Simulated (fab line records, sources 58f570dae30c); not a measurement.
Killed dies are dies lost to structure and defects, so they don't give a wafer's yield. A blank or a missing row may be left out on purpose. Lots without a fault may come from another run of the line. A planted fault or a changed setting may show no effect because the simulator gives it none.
fab line records | flow berkeley_cmos170
record lots=5 wafers=23
route steps=331 shown SILICIDE@211 M1@244 V1@256 M3@310
start_h: hours from the record's first day to the start of the lot's first wafer shown | wait_h: hours since the lot's step before | " the same as in the row above | L1.1+2: a row that stands for several wafers | - no value, or no start given | * or withheld: withheld | < > ~ a bound
route shown NAME@n: a module of which the file shows steps, and the number in the route of the first | usual: mean/standard deviation of fault-free wafers | same: alike in all rows | chamber/n: place in a boat | sites: the reading at each site | _std_site: their standard deviation | _edge_site: outer sites' mean less inner sites' | radius_mm: how far each site lies from the wafer's centre | mask NAME#n: copy n | behind: the tool/chamber that last shaped the wafer | hold: why the lot was held/for how many hours/how that ended | device: the transistor (n, p or np) that didn't switch | end of line: the same wafers' tests at the end of the route | a step without rows: its recipe alone | killed: dies lost to structure and defects at the first sort, not the wafer's yield | map: a wafer's dies, x killed, . not, _ none there
set.NAME: the setting as run; set.NAME@STEP: as run at that earlier step | model.NAME: the simulator's own value behind a step, which no gauge read
lots whose settings were changed on purpose; a table a step, a row a wafer
## steps
# step UCB170_SILICIDE_SPUTTER_01
# recipe material=Ti target_thk_nm=30 time_s=25 power_w=1500 chamber_pressure_pa=0.5
# columns lot.wafer tool chamber start_h wait_h set.power_w model.Ti_of_SILICIDE_SPUTTER_01.thk_nm
L079.1 pvd_sputter-01 - 187.39 0.0 1366 27.25
L079.2 " - " " 1500 29.94
L079.3 " - " " 1500 29.93
L079.5 " - " " 1500 30.41
L079.6 " - " " 1366 27.31
L076.1 pvd_sputter-04 - 187.51 0.0 1635 32.85
L076.2 " - " " 1500 30.4
L076.4 " - " " 1635 32.96
L076.5 " - " " 1500 30.11
L076.6 " - " " 1500 30.56
L078.1 pvd_sputter-01 - 188.05 0.0 1328 27.39
L078.2 " - " " 1328 27.38
L078.3 " - " " 1328 27
L078.5 " - " " 1500 30.63
L078.6 " - " " 1500 30.38
L077.1 pvd_sputter-04 - 188.05 0.0 1626 33.1
L077.2 " - " " 1500 30.22
L077.3 " - " " 1626 32.78
L077.4 " - " " 1626 32.92
L077.6 " - " " 1500 30.07
L084.2 pvd_sputter-02 - 218.09 0.0 1500 29.9
L084.3 " - " " 1500 29.58
L084.4 " - " " 1500 29.46
# step UCB170_SILICIDE_RS_MEAS_02
# recipe thk_meas_gauge=four-point-probe reads=Ti_of_SILICIDE_SPUTTER_01
# usual SILICIDE_TI_RS=25.95/0.29
# columns lot.wafer tool chamber start_h wait_h set.power_w@SILICIDE_SPUTTER_01 SILICIDE_TI_RS[ohm/sq]
L079.1 film_metro-01 - 187.42 0.0 1366 29.21
L079.2 " - " " 1500 26.14
L079.3 " - " " 1500 26.15
L079.5 " - " " 1500 25.66
L079.6 " - " " 1366 29.15
L076.1 film_metro-03 - 187.54 0.0 1635 23.50
L076.2 " - " " 1500 25.70
L076.4 " - " " 1635 23.41
L076.5 " - " " 1500 26.01
L076.6 " - " " 1500 25.56
L078.1 film_metro-03 - 188.08 0.0 1328 29.06
L078.2 " - " " 1328 29.05
L078.3 " - " " 1328 29.56
L078.5 " - " " 1500 25.51
L078.6 " - " " 1500 25.76
L077.1 film_metro-01 - 188.08 0.0 1626 23.20
L077.2 " - " " 1500 25.83
L077.3 " - " " 1626 23.51
L077.4 " - " " 1626 23.43
L077.6 " - " " 1500 26.01
L084.2 film_metro-01 - 218.14 0.0 1500 26.20
L084.3 " - " " 1500 26.51
L084.4 " - " " 1500 26.64
# step UCB170_SILICIDE_THK_MEAS_03
# recipe thk_meas_gauge=xrf reads=Ti_of_SILICIDE_SPUTTER_01
# usual SILICIDE_TI_THK=30.24/0.29
# columns lot.wafer tool chamber start_h wait_h set.power_w@SILICIDE_SPUTTER_01 SILICIDE_TI_THK[nm]
L079.1 film_metro-01 - 187.54 0.1 1366 27.36
L079.2 " - " " 1500 30.08
L079.3 " - " " 1500 30.05
L079.5 " - " " 1500 30.49
L079.6 " - " " 1366 27.46
L076.1 film_metro-03 - 187.66 0.1 1635 32.83
L076.2 " - " " 1500 30.34
L076.4 " - " " 1635 32.88
L076.5 " - " " 1500 30.01
L076.6 " - " " 1500 30.43
L078.1 film_metro-03 - 188.20 0.1 1328 27.26
L078.2 " - " " 1328 27.22
L078.3 " - " " 1328 26.94
L078.5 " - " " 1500 30.63
L078.6 " - " " 1500 30.30
L077.1 film_metro-01 - 188.20 0.1 1626 33.33
L077.2 " - " " 1500 30.54
L077.3 " - " " 1626 32.94
L077.4 " - " " 1626 33.25
L077.6 " - " " 1500 30.25
L084.2 film_metro-01 - 218.25 0.1 1500 30.06
L084.3 " - " " 1500 29.53
L084.4 " - " " 1500 29.51
# step UCB170_M1_EXPOSE_06
# recipe mask_id=METAL1 target_cd_nm=700 na=0.5 sigma_outer=0.6 source_shape=conventional dose_mj=21
# columns lot.wafer tool chamber start_h wait_h mask set.dose_mj
L079.1+2+6 krf_scanner-01 0 195.08 - METAL1#0 21.81
L079.3+5 " 0 " " METAL1#0 21
L076.1+2+4+5+6 krf_scanner-02 0 195.44 - METAL1#0 21
L078.1+3+5 krf_scanner-02 0 195.60 - METAL1#0 21
L078.2+6 " 0 " " METAL1#0 21.73
L077.1+2+3+4+6 krf_scanner-01 0 195.98 - METAL1#0 21
L084.2+3+4 krf_scanner-01 0 224.54 - METAL1#0 21
# step UCB170_M1_PEB_07
# recipe peb_temp_c=130 peb_time_s=withheld resist=KrF
# step UCB170_M1_DEVELOP_08
# recipe developer=TMAH develop_time_s=45 resist=KrF dev_temp_c=21
# step UCB170_M1_CD_MEAS_09
# recipe target_cd_nm=700
# usual cd_nm=700.5/1.5
# columns lot.wafer tool chamber start_h wait_h set.dose_mj@M1_EXPOSE_06 cd_nm
L079.1 cd_sem-02 - 195.87 - 21.81 691.3
L079.2 " - " " 21.81 691.8
L079.3 " - " " 21 697.4
L079.5 " - " " 21 698.4
L079.6 " - " " 21.81 692.1
L076.1 cd_sem-01 - 196.13 - 21 699.5
L076.2 " - " " 21 698.8
L076.4 " - " " 21 700.4
L076.5 " - " " 21 700.5
L076.6 " - " " 21 699.1
L078.1 cd_sem-02 - 196.15 - 21 701.5
L078.2 " - " " 21.73 695.6
L078.3 " - " " 21 703.6
L078.5 " - " " 21 701.6
L078.6 " - " " 21.73 695.8
L077.1 cd_sem-02 - 196.47 - 21 699.8
L077.2 " - " " 21 700.2
L077.3 " - " " 21 700.9
L077.4 " - " " 21 699.6
L077.6 " - " " 21 699.5
L084.2 cd_sem-02 - 224.93 - 21 698.6
L084.3 " - " " 21 699.2
L084.4 " - " " 21 698.2
# step UCB170_M1_ETCH_11
# recipe chemistry=N2/H2 target_depth_a=withheld overetch_a=withheld target=BARC time_s=withheld source_w=500 bias_w=100 pressure_mtorr=30 n2_flow_sccm=100 h2_flow_sccm=200
# columns lot.wafer tool chamber start_h wait_h set.dose_mj@M1_EXPOSE_06 model.M1.cd_nm
L079.1 rie_diel-02 0 196.03 0.0 21.81 690.5
L079.2 " 1 " " 21.81 691.8
L079.3 " 2 " " 21 696.7
L079.5 " 0 " " 21 697.8
L079.6 " 3 " " 21.81 692
L076.1 rie_diel-02 3 196.29 0.0 21 699.4
L076.2 " 2 " " 21 698.6
L076.4 " 0 " " 21 699.1
L076.5 " 1 " " 21 700.5
L076.6 " 2 " " 21 698.4
L078.1 rie_diel-02 2 196.33 0.1 21 701.7
L078.2 " 3 " " 21.73 696
L078.3 " 1 " " 21 703.4
L078.5 " 0 " " 21 700.7
L078.6 " 1 " " 21.73 696.4
L077.1 rie_diel-02 1 196.62 0.0 21 699.6
L077.2+6 " 0,1 " " 21 699.3
L077.3 " 3 " " 21 701.2
L077.4 " 2 " " 21 699
L084.2 rie_diel-02 1 225.07 0.0 21 698.1
L084.3 " 3 " " 21 699.4
L084.4 " 0 " " 21 698
# step UCB170_V1_CMP_02
# recipe material=SiO2 down_force_psi=6 platen_rpm=60 pad_velocity_m_s=0.75398
# columns lot.wafer tool chamber start_h wait_h set.leave_above_ref_nm model.SiO2_of_V1_CVD_00.thk_nm
L079.1+3 cmp-02 1,2 197.97 0.1 1000 1000
L079.2 " 0 " " 1047 1047
L079.5 " 1 " " 1047 1048
L079.6 " 2 " " 1000 999.5
L078.1 cmp-02 1 199.31 0.1 1000 1001
L078.3+6 " 2 " " 1000 999.6
L078.2 " 3 " " 967.6 968.6
L078.5 " 1 " " 967.6 969.4
L076.4 cmp-01 2 199.61 0.2 1000 999.9
L076.1 " 3 " " 1000 1001
L076.2 " 1 " " 1000 1000
L076.5 " 2 " " 1000 999.8
L076.6 " 3 " " 1000 1002
L077.1 cmp-02 0 199.61 0.2 1033 1031
L077.2 " 1 " " 1033 1036
L077.4+6 " 2,1 " " 1000 -
L077.3 " 3 " " 1033 -
L084.2 cmp-02 2 228.38 0.0 1000 999
L084.4 " 3 " " 1000 1001
L084.3 " 0 " " 1000 997.7
# step UCB170_V1_THK_MEAS_04
# recipe reads=SiO2_of_V1_CVD_00
# usual V1_POLISHED_THK=1000.2/1.2
# columns lot.wafer tool chamber start_h wait_h set.leave_above_ref_nm@V1_CMP_02 V1_POLISHED_THK[nm]
L079.1 film_metro-04 - 198.39 0.1 1000 1001.4
L079.2 " - " " 1047 1046.1
L079.3 " - " " 1000 1001.2
L079.5 " - " " 1047 1047.4
L079.6 " - " " 1000 1000.1
L078.1 film_metro-01 - 199.73 0.1 1000 1000.6
L078.2 " - " " 967.6 968.1
L078.3 " - " " 1000 999.2
L078.5 " - " " 967.6 968.9
L078.6 " - " " 1000 999.1
L076.1 film_metro-01 - 200.03 0.1 1000 1001.8
L076.2 " - " " 1000 1000.8
L076.4 " - " " 1000 1000.7
L076.5 " - " " 1000 1000.0
L076.6 " - " " 1000 1001.6
L077.1 film_metro-04 - 200.03 0.1 1033 1030.9
L077.2 " - " " 1033 1035.8
L077.3 " - " " 1033 1036.9
L077.4 " - " " 1000 999.5
L077.6 " - " " 1000 1002.0
L084.2 film_metro-02 - 228.81 0.1 1000 999.9
L084.3 " - " " 1000 998.2
L084.4 " - " " 1000 1000.6
# step UCB170_V1_CLEAN_05
# recipe chemistry=DIW
# step UCB170_V1_HMDS_06
# recipe prime_time_s=60 prime_temp_c=100
# step UCB170_V1_ETCH_14
# recipe chemistry=CHF3/CF4/Ar target=SiO2 stop_on=Al CHF3_flow_sccm=45 cf4_flow_sccm=15 Ar_flow_sccm=150 pressure_mtorr=200 rf_w=700 target_depth_a=12500 over_etch_frac=0.25 time_s=291
# columns lot.wafer tool chamber start_h wait_h set.leave_above_ref_nm@V1_CMP_02 model.V1.feature_depth_nm model.etch.depth_nm
L079.1+3 rie_diel-04 0,3 200.22 0.0 1000 1000 1000
L079.2 " 1 " " 1047 1047 1047
L079.5 " 1 " " 1047 1048 1048
L079.6 " 0 " " 1000 999.5 999.5
L076.1 rie_diel-04 0 203.02 0.0 1000 1001 1001
L076.2 " 3 " " 1000 1000 -
L076.4 " 2 " " 1000 999.9 -
L076.5 " 2 " " 1000 999.8 -
L076.6 " 1 " " 1000 1002 1002
L078.1 rie_diel-03 0 203.27 0.0 1000 1002 1001
L078.2 " 3 " " 967.6 968.8 968.6
L078.3 " 2 " " 1000 999.6 999.6
L078.5 " 0 " " 967.6 969.9 969.4
L078.6 " 3 " " 1000 999.8 999.6
L077.1 rie_diel-03 0 204.00 0.0 1033 1031 -
L077.2 " 2 " " 1033 1036 1036
L077.3 " 1 " " 1033 1037 -
L077.4 " 3 " " 1000 999.6 -
L077.6 " 2 " " 1000 1003 -
L084.2 rie_diel-03 1 230.43 0.0 1000 999 999
L084.3 " 3 " " 1000 997.9 997.7
L084.4 " 2 " " 1000 1001 1001
# step UCB170_M3_SPUTTER_01
# recipe material=Al target_thk_nm=900 time_s=120 power_w=6000 chamber_pressure_pa=0.5
# columns lot.wafer tool chamber start_h wait_h set.power_w model.Al_of_M3_SPUTTER_01.thk_nm
L079.1 pvd_sputter-01 - 207.19 0.0 6000 885.5
L079.2 " - " " 6000 879.5
L079.3 " - " " 6000 864.6
L079.5 " - " " 6000 874.8
L079.6 " - " " 6000 885.3
L076.1 pvd_sputter-03 - 210.35 0.0 6000 896.1
L076.2 " - " " 5534 820.8
L076.4 " - " " 5534 839.3
L076.5 " - " " 5534 828.7
L076.6 " - " " 6000 888.7
L078.1 pvd_sputter-01 - 211.01 0.0 5763 858.3
L078.2 " - " " 5763 865.2
L078.3 " - " " 6000 881.9
L078.5 " - " " 6000 893.4
L078.6 " - " " 5763 852.5
L077.1 pvd_sputter-03 - 211.85 0.0 6330 963
L077.2 " - " " 6000 905.5
L077.3 " - " " 6330 960.2
L077.4 " - " " 6330 978.1
L077.6 " - " " 6000 912.7
L084.2 pvd_sputter-01 - 235.79 0.0 6000 886.6
L084.3 " - " " 6000 897.4
L084.4 " - " " 6000 895.9
# step UCB170_M3_RS_MEAS_02
# recipe thk_meas_gauge=four-point-probe reads=Al_of_M3_SPUTTER_01
# usual M3_AL_RS=0.0323/0.00042
# columns lot.wafer tool chamber start_h wait_h set.power_w@M3_SPUTTER_01 M3_AL_RS[ohm/sq]
L079.1 film_metro-04 - 207.27 0.0 6000 0.0328
L079.2 " - " " 6000 0.0330
L079.3 " - " " 6000 0.0336
L079.5 " - " " 6000 0.0331
L079.6 " - " " 6000 0.0327
L076.1 film_metro-02 - 210.44 0.0 6000 0.0322
L076.2 " - " " 5534 0.0353
L076.4 " - " " 5534 0.0344
L076.5 " - " " 5534 0.0348
L076.6 " - " " 6000 0.0324
L078.1 film_metro-03 - 211.09 0.0 5763 0.0337
L078.2 " - " " 5763 0.0334
L078.3 " - " " 6000 0.0328
L078.5 " - " " 6000 0.0324
L078.6 " - " " 5763 0.0340
L077.1 film_metro-04 - 211.93 0.0 6330 0.0301
L077.2 " - " " 6000 0.0321
L077.3 " - " " 6330 0.0302
L077.4 " - " " 6330 0.0296
L077.6 " - " " 6000 0.0318
L084.2 film_metro-04 - 235.90 0.1 6000 0.0327
L084.3 " - " " 6000 0.0323
L084.4 " - " " 6000 0.0324
# step UCB170_M3_THK_MEAS_03
# recipe thk_meas_gauge=xrf reads=Al_of_M3_SPUTTER_01
# usual M3_AL_THK=889/13
# columns lot.wafer tool chamber start_h wait_h set.power_w@M3_SPUTTER_01 M3_AL_THK[nm]
L079.1 film_metro-04 - 207.39 0.1 6000 876
L079.2 " - " " 6000 866
L079.3 " - " " 6000 860
L079.5 " - " " 6000 868
L079.6 " - " " 6000 872
L076.1 film_metro-02 - 210.56 0.1 6000 899
L076.2 " - " " 5534 820
L076.4 " - " " 5534 842
L076.5 " - " " 5534 830
L076.6 " - " " 6000 887
L078.1 film_metro-03 - 211.21 0.1 5763 846
L078.2 " - " " 5763 853
L078.3 " - " " 6000 866
L078.5 " - " " 6000 878
L078.6 " - " " 5763 842
L077.1 film_metro-04 - 212.05 0.1 6330 949
L077.2 " - " " 6000 891
L077.3 " - " " 6330 952
L077.4 " - " " 6330 964
L077.6 " - " " 6000 906
L084.2 film_metro-04 - 236.01 0.1 6000 880
L084.3 " - " " 6000 891
L084.4 " - " " 6000 878
# step UCB170_M3_ETCH_17
# recipe chemistry=N2/H2 target_depth_a=withheld overetch_a=withheld target=BARC time_s=withheld source_w=500 bias_w=100 pressure_mtorr=30 n2_flow_sccm=100 h2_flow_sccm=200
# columns lot.wafer tool chamber start_h wait_h set.bias_w
L079.1+2+3+5+6 rie_diel-01 3,1,0,0,1 209.94 0.0 100
L076.1+2+5 rie_diel-02 1,0,3 214.69 0.0 93.27
L076.4+6 " 0,1 " " 100
L078.1+3+5 rie_diel-01 3,0,1 214.97 0.0 100
L078.2+6 " 1,3 " " 92.39
L077.1+2+6 rie_diel-02 0,1,3 215.59 0.0 90.12
L077.3+4 " 3,0 " " 100
L084.2+3+4 rie_diel-02 3,0,1 238.02 0.0 100
# step UCB170_M3_METAL_ETCH_18
# recipe chemistry=Cl2/BCl3 target=Al stop_on=SiO2 pressure_mtorr=12 target_depth_a=11700 over_etch_frac=0.2919 time_s=195 icp_w=600 bias_w=120 Cl2_flow_sccm=90 bcl3_flow_sccm=45
# usual oes_product_au=0.855/0.013
# columns lot.wafer tool chamber start_h wait_h set.power_w@M3_SPUTTER_01 oes_product_au
L079.1 rie_metal-04 0 209.98 - 6000 0.829
L079.2 " 1 " " 6000 0.832
L079.3 " 1 " " 6000 0.825
L079.5 " 0 " " 6000 0.830
L079.6 " 1 " " 6000 0.845
L076.1 rie_metal-04 1 214.74 - 6000 0.850
L076.2 " 0 " " 5534 0.801
L076.4 " 0 " " 5534 0.809
L076.5 " 1 " " 5534 0.808
L076.6 " 0 " " 6000 0.830
L078.1 rie_metal-01 1 215.01 - 5763 0.843
L078.2 " 0 " " 5763 0.836
L078.3 " 1 " " 6000 0.854
L078.5 " 0 " " 6000 0.863
L078.6 " 1 " " 5763 0.843
L077.1 rie_metal-04 1 215.64 - 6330 0.873
L077.2 " 0 " " 6000 0.836
L077.3 " 0 " " 6330 0.871
L077.4 " 1 " " 6330 0.880
L077.6 " 1 " " 6000 0.851
L084.2 rie_metal-02 1 238.06 - 6000 0.858
L084.3 " 1 " " 6000 0.875
L084.4 " 0 " " 6000 0.862
## key
split step=UCB170_SILICIDE_SPUTTER_01 setting=power_w stated=1500 by=wafer
response step=UCB170_SILICIDE_SPUTTER_01 reading=model.Ti_of_SILICIDE_SPUTTER_01.thk_nm change=+0.3 per=1% r=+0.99
response step=UCB170_SILICIDE_RS_MEAS_02 reading=SILICIDE_TI_RS change=-0.308 per=1% r=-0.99
response step=UCB170_SILICIDE_THK_MEAS_03 reading=SILICIDE_TI_THK change=+0.303 per=1% r=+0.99
split step=UCB170_M1_EXPOSE_06 setting=dose_mj stated=21 by=wafer
response step=UCB170_M1_CD_MEAS_09 reading=cd_nm change=-1.72 per=1% r=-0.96
response step=UCB170_M1_ETCH_11 reading=model.M1.cd_nm change=-1.56 per=1% r=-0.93
split step=UCB170_V1_CMP_02 setting=leave_above_ref_nm stated=1000 by=wafer
response step=UCB170_V1_CMP_02 reading=model.SiO2_of_V1_CVD_00.thk_nm change=+9.91 per=1% r=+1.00
response step=UCB170_V1_THK_MEAS_04 reading=V1_POLISHED_THK change=+9.84 per=1% r=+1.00
response step=UCB170_V1_ETCH_14 reading=model.V1.feature_depth_nm change=+9.96 per=1% r=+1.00
response step=UCB170_V1_ETCH_14 reading=model.etch.depth_nm change=+9.91 per=1% r=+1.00
split step=UCB170_M3_SPUTTER_01 setting=power_w stated=6000 by=wafer
response step=UCB170_M3_SPUTTER_01 reading=model.Al_of_M3_SPUTTER_01.thk_nm change=+8.67 per=1% r=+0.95
response step=UCB170_M3_RS_MEAS_02 reading=M3_AL_RS change=-0.000329 per=1% r=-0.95
response step=UCB170_M3_THK_MEAS_03 reading=M3_AL_THK change=+8.42 per=1% r=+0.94
response step=UCB170_M3_METAL_ETCH_18 reading=oes_product_au change=+0.00471 per=1% r=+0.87
split step=UCB170_M3_ETCH_17 setting=bias_w stated=100 by=wafer
response none clear
